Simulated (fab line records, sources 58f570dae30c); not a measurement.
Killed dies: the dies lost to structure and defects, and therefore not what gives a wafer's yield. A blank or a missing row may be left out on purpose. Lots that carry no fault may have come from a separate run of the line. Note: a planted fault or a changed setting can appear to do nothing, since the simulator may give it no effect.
The tool behind it: which one? | flow berkeley-cmos170 | 42 wafers from 14 lots sampled at 5 of the route's 331 steps

## WHAT EACH GAUGE READ, for each wafer
UCB170_M1_CD_MEAS_90: target cd 700 nm. Usual: cd-nm 700.2 nm, standard deviation 2.4.
lot  | measured     | on        | cd-nm (nm)        | flag
L525 | day 8 14:17  | cd-sem-01 | 696.4 694.4 696.5 |
L526 | day 9 02:38  | cd-sem-01 | 699.5 697.6 698.2 |
L527 | day 9 02:43  | cd-sem-01 | 699.7 697.3 701.5 |
L528 | day 9 08:58  | cd-sem-01 | 702.5 701.4 703.7 |
L533 | day 9 20:43  | cd-sem-01 | 697.4 700.6 702.6 |
L529 | day 9 22:43  | cd-sem-01 | 698.9 701.8 700.1 |
L531 | day 9 22:49  | cd-sem-01 | 702.7 703.1 706.0 |
L534 | day 10 08:41 | cd-sem-01 | 697.1 698.3 701.4 |
L537 | day 11 09:53 | cd-sem-01 | 703.0 699.3 701.7 |
L538 | day 11 19:31 | cd-sem-01 | 697.5 699.8 697.8 |
L541 | day 11 20:25 | cd-sem-01 | 713.8 713.5 716.5 | OFF
L542 | day 12 15:59 | cd-sem-01 | 716.2 715.9 716.2 | OFF
L545 | day 13 11:14 | cd-sem-01 | 695.9 697.6 697.1 |
L544 | day 13 12:35 | cd-sem-01 | 700.8 698.5 697.4 |

UCB170_V1_THK_MEAS_01. Usual: for V1_TEOS_THK the level is 2001 nm and the standard deviation is 29.
lot  | measured     | on            | V1_TEOS_THK (nm) | flag
L525 | day 8 15:53  | film-metro-02 | 2008 2001 2052   |
L526 | day 9 04:13  | film-metro-01 | 1997 2010 2015   |
L527 | day 9 05:32  | film-metro-01 | 2018 2037 2039   |
L528 | day 9 10:34  | film-metro-02 | 1968 1979 1961   |
L533 | day 9 22:19  | film-metro-02 | 2030 2038 2035   |
L529 | day 10 00:58 | film-metro-03 | 1980 2021 2009   |
L531 | day 10 00:58 | film-metro-02 | 1982 2040 2012   |
L534 | day 10 10:17 | film-metro-03 | 1976 2015 2023   |
L537 | day 11 12:10 | film-metro-02 | 1986 2012 2052   |
L538 | day 11 21:32 | film-metro-02 | 1992 1982 2045   |
L545 | day 13 12:50 | film-metro-01 | 1971 2008 1968   |
L544 | day 13 15:30 | film-metro-01 | 1945 1939 1998   |

## WHAT TOOL EACH LOT RAN ON (gives the tool, then ch and the chambers of the sampled wafers, and finally the start)
lot  | UCB170_SILICIDE_SPUTTER_01   | UCB170_CONTACT_ETCH_18                        | UCB170_M1_METAL_ETCH_12
L525 | pvd-sputter-03, day 8 06:07  | rie-diel-04 ch 0,1,3, day 8 13:59 or earlier  | rie-metal-01 ch 0,1, day 8 13:59
L526 | pvd-sputter-01, day 8 15:43  | rie-diel-01 ch 0,3, day 9 02:24 or earlier    | rie-metal-03 ch 0,1, day 9 02:24
L527 | pvd-sputter-03, day 8 16:06  | rie-diel-02 ch 0,1,2, day 9 02:29 or earlier  | rie-metal-02 ch 0,1, day 9 02:29
L528 | pvd-sputter-01, day 8 22:46  | rie-diel-01 ch 0,1,2, day 9 08:44 or earlier  | rie-metal-01 ch 0,1, day 9 08:44
L533 | pvd-sputter-02, day 9 11:55  | rie-diel-04 ch 0,1, day 9 20:29 or earlier    | rie-metal-03 ch 0,1, day 9 20:29
L529 | pvd-sputter-02, day 9 12:23  | rie-diel-04 ch 1,2,3, day 9 22:17 or earlier  | rie-metal-02 ch 0,1, day 9 22:17
L531 | pvd-sputter-03, day 9 12:53  | rie-diel-01 ch 0,1,2, day 9 22:32 or earlier  | rie-metal-03 ch 1, day 9 22:32
L534 | pvd-sputter-03, day 10 02:29 | rie-diel-01 ch 0,2, day 10 08:27 or earlier   | rie-metal-02 ch 0,1, day 10 08:27
L537 | pvd-sputter-01, day 11 01:48 | rie-diel-02 ch 1,2,3, day 11 09:33 or earlier | rie-metal-02 ch 0,1, day 11 09:33
L538 | pvd-sputter-03, day 11 11:50 | rie-diel-04 ch 1,2,3, day 11 19:16 or earlier | rie-metal-02 ch 0,1, day 11 19:16
L541 | pvd-sputter-02, day 11 13:01 | rie-diel-02 ch 0,1,2, day 11 20:11 or earlier | rie-metal-01 ch 0,1, day 11 20:11
L542 | pvd-sputter-01, day 12 06:19 | rie-diel-01 ch 0,1,2, day 12 15:44 or earlier | rie-metal-01 ch 1, day 12 15:44
L545 | pvd-sputter-02, day 13 01:52 | rie-diel-02 ch 0,1,2, day 13 10:59 or earlier | rie-metal-02 ch 0,1, day 13 10:59
L544 | pvd-sputter-03, day 13 02:37 | rie-diel-02 ch 1,2,3, day 13 12:16 or earlier | rie-metal-02 ch 0,1, day 13 12:16
- UCB170_SILICIDE_SPUTTER_01: material Ti, target thk 30 nm, time 25 s.
- UCB170_CONTACT_ETCH_18: etches PSG in CHF3/CF4/Ar, stops on TiSi2, target depth 840 nm, time 195 s.
- UCB170_M1_METAL_ETCH_12: etches Al in Cl2/BCl3, stops on PSG, target depth 780 nm, time 130 s.

## WHAT THE TOOLS THEMSELVES READ (means of the sampled wafers that have a number; where no wafer has one, the mark that the record gives instead)
UCB170_SILICIDE_SPUTTER_01. Usual: throttle-valve-pct 30.2 %, standard deviation 1.3.
lot  | tool           | throttle-valve-pct (%) | flag
L525 | pvd-sputter-03 | 30.5                   |
L526 | pvd-sputter-01 | 30.3                   |
L527 | pvd-sputter-03 | 29.0                   |
L528 | pvd-sputter-01 | 29.9                   |
L533 | pvd-sputter-02 | 29.5                   |
L529 | pvd-sputter-02 | 30.6                   |
L531 | pvd-sputter-03 | 30.0                   |
L534 | pvd-sputter-03 | 29.9                   |
L537 | pvd-sputter-01 | 29.7                   |
L538 | pvd-sputter-03 | 30.4                   |
L541 | pvd-sputter-02 | 31.4                   |
L542 | pvd-sputter-01 | 30.2                   |
L545 | pvd-sputter-02 | 31.4                   |
L544 | pvd-sputter-03 | 30.6                   |

UCB170_CONTACT_ETCH_18. Usual: drypump-motor-current-A 5.6 A, standard deviation 0.51; oes-product-au 0.891 a.u., standard deviation 0.018; rf-fwd-power-W 697.7 W, standard deviation 2.3; throttle-valve-pct 6.90 %, standard deviation 0.074.
lot  | tool        | drypump-motor-current-A (A) | oes-product-au (a.u.) | rf-fwd-power-W (W) | throttle-valve-pct (%) | flag
L525 | rie-diel-04 | 6.1                         | 0.898                 | 696.6              | 6.90                   |
L526 | rie-diel-01 | 5.2                         | 0.873                 | 698.3              | 6.94                   |
L527 | rie-diel-02 | 5.7                         | 0.884                 | 698.5              | 6.96                   |
L528 | rie-diel-01 | 5.5                         | 0.884                 | 696.5              | 6.89                   |
L533 | rie-diel-04 | 6.2                         | 0.892                 | 701.3              | 6.90                   |
L529 | rie-diel-04 | 5.8                         | 0.901                 | 697.1              | 6.89                   |
L531 | rie-diel-01 | 5.5                         | 0.905                 | 697.4              | 6.90                   |
L534 | rie-diel-01 | 5.6                         | 0.882                 | 702.4              | 6.84                   |
L537 | rie-diel-02 | 6.0                         | 0.888                 | 696.7              | 6.89                   |
L538 | rie-diel-04 | 5.9                         | 0.899                 | 694.9              | 6.91                   |
L541 | rie-diel-02 | 5.7                         | 0.890                 | 699.0              | 6.96                   |
L542 | rie-diel-01 | 5.5                         | 0.892                 | 696.9              | 6.89                   |
L545 | rie-diel-02 | 5.7                         | 0.881                 | 695.4              | 6.96                   |
L544 | rie-diel-02 | 6.0                         | 0.888                 | 696.3              | 6.89                   |

UCB170_M1_METAL_ETCH_12. Usual: drypump-motor-current-A 5.31 A, standard deviation 0.29; mfc-cl2-sccm 90.02 sccm, standard deviation 0.29; oes-product-au 0.849 a.u., standard deviation 0.015; rf-fwd-power-W 596.5 W, standard deviation 2; throttle-valve-pct 24.49 %, standard deviation 0.28.
lot  | tool         | drypump-motor-current-A (A) | mfc-cl2-sccm (sccm) | oes-product-au (a.u.) | rf-fwd-power-W (W) | throttle-valve-pct (%) | flag
L525 | rie-metal-01 | 5.64                        | 89.97               | 0.850                 | 597.2              | 24.57                  |
L526 | rie-metal-03 | 4.92                        | 90.01               | 0.854                 | 596.9              | 24.24                  |
L527 | rie-metal-02 | 5.27                        | 90.25               | 0.848                 | 598.7              | 24.66                  |
L528 | rie-metal-01 | 5.60                        | 90.08               | 0.838                 | 595.9              | 24.54                  |
L533 | rie-metal-03 | 4.91                        | 89.70               | 0.844                 | 595.1              | 24.25                  |
L529 | rie-metal-02 | 5.19                        | 90.03               | 0.850                 | 598.1              | 24.39                  |
L531 | rie-metal-03 | 4.94                        | 90.01               | 0.867                 | 594.6              | 24.56                  |
L534 | rie-metal-02 | 5.26                        | 90.10               | 0.851                 | 596.0              | 24.66                  |
L537 | rie-metal-02 | 5.27                        | 89.89               | 0.847                 | 597.7              | 24.66                  |
L538 | rie-metal-02 | 5.21                        | 89.63               | 0.856                 | 597.0              | 24.39                  |
L541 | rie-metal-01 | 5.63                        | 90.14               | 0.775                 | 355.1              | 24.61                  | OFF
L542 | rie-metal-01 | 5.64                        | 90.07               | 0.800                 | 356.5              | 24.63                  | OFF
L545 | rie-metal-02 | 5.20                        | 90.19               | 0.856                 | 598.3              | 24.39                  |
L544 | rie-metal-02 | 5.27                        | 89.68               | 0.849                 | 597.3              | 24.66                  |

## THE ANSWER, worked out from the rows above alone
Rule: take the mean of a lot's wafers that have a number; if it is more than 3 standard deviations from the usual mean, the lot is off. A lot without any number at a reading at which 4 lots or more have one is off too. All remaining lots with rows at the step are treated as sound. First the gauges in route order, then the tools' own readings, where a lot's mean is used as printed above. At the first step where some lot is off, the reading lying furthest off is the one used; lots without a number count as furthest.
Off at UCB170_M1_CD_MEAS_90 (cd-nm): L541, L542.
A tool fits if, at a process step before that reading, it ran every lot that is off, and no sound lot after the first of them. The gauges at UCB170_M1_CD_MEAS_90 aren't tried: what is off there is off at UCB170_M1_METAL_ETCH_12 too, on other tools, and a gauge's error can't cause that. Because UCB170_CONTACT_ETCH_18 lacks a start for some lots, the hours and order of its lots are taken from UCB170_M1_METAL_ETCH_12. One fits: rie-metal-01 at UCB170_M1_METAL_ETCH_12. A fault onset in the window from L528 (day 9 08:44, its last sound lot) to L541 (day 11 20:11, its first lot off) fits.
The tool's own readings at UCB170_M1_METAL_ETCH_12 bear it out: on the lots that are off they differ by more than 5 times the standard deviation of the sound lots' means. oes-product-au reads 0.788 a.u. there against 0.851 a.u. on the sound lots; rf-fwd-power-W reads 355.8 W there against 596.9 W on the sound lots.

## WHAT THE SIMULATOR PUT IN
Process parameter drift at UCB170_M1_METAL_ETCH_12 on rie-metal-01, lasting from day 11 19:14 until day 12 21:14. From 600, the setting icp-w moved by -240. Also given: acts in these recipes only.
Struck lots among those shown: L541, L542. The rule above reached the same finding.
